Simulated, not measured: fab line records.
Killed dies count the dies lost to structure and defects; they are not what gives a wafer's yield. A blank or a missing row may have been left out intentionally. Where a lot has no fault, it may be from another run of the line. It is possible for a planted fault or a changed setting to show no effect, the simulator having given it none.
Which of the tools did it?    flow ritCmos    16 lots, 48 wafers sampled, at 2 steps of a route of 202

## WHAT THE GAUGES READ, wafer by wafer
RIT_NRETRO_OVL_MEAS_06. Usual: NRETRO_OVL -0.7 nm, standard deviation 1.4.
lot   measured     on          NRETRO_OVL (nm)  flag
L224  day 2 08:06  overlay-01  0.8 2.0 0.4      
L227  day 3 02:19  overlay-01  -0.4 -1.5 -0.5   
L228  day 3 07:11  overlay-01  1.4 -0.1 0.8     
L229  day 3 12:53  overlay-02  -2.1 -1.7 -2.5   
L230  day 3 12:59  overlay-02  -2.0 -1.8 -1.3   
L231  day 3 18:26  overlay-01  0.7 1.4 -1.7     
L232  day 4 00:08  overlay-01  -0.8 -2.2 -2.9   
L233  day 4 04:48  overlay-02  -2.0 -2.2 -3.7   
L234  day 4 09:25  overlay-02  -3.0 -0.3 0.2    
L235  day 4 13:56  overlay-02  -0.7 -2.1 -2.0   
L237  day 5 00:52  overlay-02  0.6 0.8 -0.2     
L238  day 5 05:06  overlay-02  - - -            OFF
L239  day 5 11:14  overlay-01  - - -            OFF
L240  day 5 15:28  overlay-02  - - -            OFF
L241  day 5 19:22  overlay-01  - - -            OFF
L247  day 7 02:54  overlay-02  0.8 -0.5 2.0     

## EACH LOT AND THE TOOL THAT RAN IT (in order: tool; ch and the chambers of the sampled wafers; start)
lot   RIT_NRETRO_EXPOSE_03
L224  ilineStepper-02 ch 0, day 2 07:41
L227  ilineStepper-01 ch 0, day 3 01:53
L228  ilineStepper-02 ch 0, day 3 06:44
L229  ilineStepper-01 ch 0, day 3 12:28
L230  ilineStepper-01 ch 0, day 3 12:34
L231  ilineStepper-02 ch 0, day 3 18:01
L232  ilineStepper-01 ch 0, day 3 23:42
L233  ilineStepper-02 ch 0, day 4 04:14
L234  ilineStepper-02 ch 0, day 4 08:59
L235  ilineStepper-01 ch 0, day 4 13:30
L237  ilineStepper-02 ch 0, day 5 00:27
L238  ilineStepper-01 ch 0, day 5 04:40
L239  ilineStepper-01 ch 0, day 5 10:48
L240  ilineStepper-01 ch 0, day 5 15:04
L241  ilineStepper-01 ch 0, day 5 18:56
L247  ilineStepper-02 ch 0, day 7 02:28
- RIT_NRETRO_EXPOSE_03: exposes mask M4, target cd 43900 nm.

## AS READ BY THE TOOLS THEMSELVES (means over the sampled wafers that have a number; for cases with no such wafer, the mark the record gives instead)
The record holds no such reading with a usual standard deviation.

## THE ANSWER, worked out from the rows above alone
Rule: take the mean of a lot's wafers that have a number; if it is more than 3 standard deviations from the usual mean, the lot is off. Also off: a lot with no number at a reading for which 4 or more lots have one. Where the step has rows for the other lots, those lots are counted as sound. After the gauges, taken in route order, come the tools' own readings; for these a lot's mean is taken, as printed above. At the first step where some lot is off, the reading lying furthest off is the one used; lots without a number count as furthest.
Off: L238, L239, L240, L241, seen at RIT_NRETRO_OVL_MEAS_06 (NRETRO_OVL). Without a number there: L238, L239, L240, L241.
A tool fits if, at a process step before that reading, it ran every lot that is off, and no sound lot after the first of them. The gauges at RIT_NRETRO_OVL_MEAS_06 are tried like those tools. One fits: ilineStepper-01 at RIT_NRETRO_EXPOSE_03. Its last sound lot is L235 (day 4 13:30), its first lot that is off L238 (day 5 04:40): a fault that began between those two fits.

## WHAT THE SIMULATOR HAD PUT IN
Scanner matching overlay: ilineStepper-01, from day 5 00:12 on, at RIT_NRETRO_EXPOSE_03. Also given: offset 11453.
Shown lots that were struck: L238, L239, L240, L241. The rule above found the same.
